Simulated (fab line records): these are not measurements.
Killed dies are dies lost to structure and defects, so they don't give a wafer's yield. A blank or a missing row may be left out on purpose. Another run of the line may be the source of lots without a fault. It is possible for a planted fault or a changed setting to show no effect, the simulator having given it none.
Commonality check across tools | flow berkeley cmos170 | 14 lots and 42 wafers in the sample

## REASON FOR OPENING
At UCB170_NLDD_TW_MEAS_11 the reading NLDD_TW is flagged on 2 of 14 lots. Wafers without a fault read 2208, standard deviation 11.
Rule: flag the lot when none of its wafers has a number, or when each of its wafers that has one lies beyond 4 standard deviations from that mean. The rest of the lots are taken to be sound.

lot  | measured     | on            | NLDD_TW, wafer by wafer | flag
L690 | day 6 06:16  | film metro-01 | 2211 2214 2213          |
L692 | day 7 07:54  | film metro-02 | 2209 2192 2183          |
L693 | day 7 08:26  | film metro-01 | 2215 2206 2215          |
L696 | day 7 19:58  | film metro-03 | 2221 2213 2216          |
L697 | day 7 20:37  | film metro-02 | 2198 2205 2193          |
L695 | day 7 20:40  | film metro-03 | 2208 2213 2204          |
L698 | day 8 00:05  | film metro-01 | 2223 2217 2229          |
L702 | day 9 11:11  | film metro-03 | 2326 2325 2320          | FLAGGED
L705 | day 9 14:10  | film metro-02 | 2310 2316 2305          | FLAGGED
L709 | day 10 10:39 | film metro-02 | 2204 2205 2208          |
L710 | day 10 14:36 | film metro-02 | 2203 2207 2213          |
L713 | day 11 09:59 | film metro-02 | 2207 2207 2215          |
L711 | day 11 10:15 | film metro-02 | 2212 2211 2210          |
L712 | day 11 10:32 | film metro-02 | 2199 2208 2208          |
Average over the flagged lots: 2317; offset from the usual +109, equal to +10 standard deviations.

## LOT BY LOT: THE TOOL USED
Before the reading, the record contains 2 process steps out of a 331-step route. Each cell gives the tool, then ch followed by the chambers the sampled wafers passed through, then the start.
lot  | flag    | UCB170_GATE_STRIP_16                 | UCB170_NLDD_IMPLANT_09
L690 |         | plasma asher-02 ch 0,1, day 6 00:49  | implanter-01 ch 0, day 6 06:01
L692 |         | plasma asher-02 ch 0,1, day 7 03:00  | implanter-01 ch 0, day 7 07:40
L693 |         | plasma asher-04 ch 0,1, day 7 03:33  | implanter-01 ch 0, day 7 08:11
L696 |         | plasma asher-03 ch 0,1, day 7 15:45  | implanter-02 ch 0, day 7 19:43
L697 |         | plasma asher-04 ch 0,1, day 7 16:08  | implanter-02 ch 0, day 7 20:22
L695 |         | plasma asher-03 ch 0,1, day 7 16:27  | implanter-04 ch 0, day 7 20:26
L698 |         | plasma asher-04 ch 0,1, day 7 20:26  | implanter-01 ch 0, day 7 23:51
L702 | FLAGGED | plasma asher-02 ch 0,1, day 9 05:34  | implanter-04 ch 0, day 9 10:56
L705 | FLAGGED | plasma asher-04 ch 0,1, day 9 10:37  | implanter-04 ch 0, day 9 13:55
L709 |         | plasma asher-02 ch 0,1, day 10 04:09 | implanter-02 ch 0, day 10 10:24
L710 |         | plasma asher-02 ch 1, day 10 10:31   | implanter-02 ch 0, day 10 14:21
L713 |         | plasma asher-02 ch 0,1, day 11 02:31 | implanter-01 ch 0, day 11 09:44
L711 |         | plasma asher-03 ch 0,1, day 11 02:02 | implanter-02 ch 0, day 11 10:01
L712 |         | plasma asher-03 ch 0,1, day 11 02:19 | implanter-01 ch 0, day 11 10:19
What is done by these steps:
- UCB170_GATE_STRIP_16: strips in O2.
- UCB170_NLDD_IMPLANT_09
- UCB170_NLDD_TW_MEAS_11

## FLAGGED OVER TOTAL, TOOL BY TOOL (the gauges that took the reading come last)
step                   | tool            | lots run | flagged | share of the flagged lots | sound lots run after its first flagged lot
UCB170_GATE_STRIP_16   | plasma asher-02 | 6        | 1       | some                      | 3 (L709,L710,L713)
UCB170_GATE_STRIP_16   | plasma asher-03 | 4        | 0       | none                      | -
UCB170_GATE_STRIP_16   | plasma asher-04 | 4        | 1       | some                      | 0
UCB170_NLDD_IMPLANT_09 | implanter-01    | 6        | 0       | none                      | -
UCB170_NLDD_IMPLANT_09 | implanter-02    | 5        | 0       | none                      | -
UCB170_NLDD_IMPLANT_09 | implanter-04    | 3        | 2       | all                       | 0
UCB170_NLDD_TW_MEAS_11 | film metro-01   | 3        | 0       | none                      | -
UCB170_NLDD_TW_MEAS_11 | film metro-02   | 8        | 1       | some                      | 5 (L709,L710,L713,L711,L712)
UCB170_NLDD_TW_MEAS_11 | film metro-03   | 3        | 1       | some                      | 0

## WHAT THE TABLE ALLOWS
Rows of the table that ran each flagged lot: 1, that is implanter-04 at UCB170_NLDD_IMPLANT_09.
- implanter-04 at UCB170_NLDD_IMPLANT_09: 2 of its 3 lots flagged. It ran its last sound lot, L695, at day 7 20:26 and its first flagged lot, L702, at day 9 10:56: a fault with its onset between the two fits. Its own readings lie more than 4 standard deviations out on every wafer of the flagged lots: dose ions cm2, faraday current uA.
What remains is a single tool, implanter-04 at UCB170_NLDD_IMPLANT_09.

## WHAT HAD BEEN PUT IN BY THE SIMULATOR
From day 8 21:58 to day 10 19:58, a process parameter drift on implanter-04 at UCB170_NLDD_IMPLANT_09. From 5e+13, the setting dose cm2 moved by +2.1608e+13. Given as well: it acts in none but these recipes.
Struck lots among those shown: L702, L705. This agrees with what the rule above found.
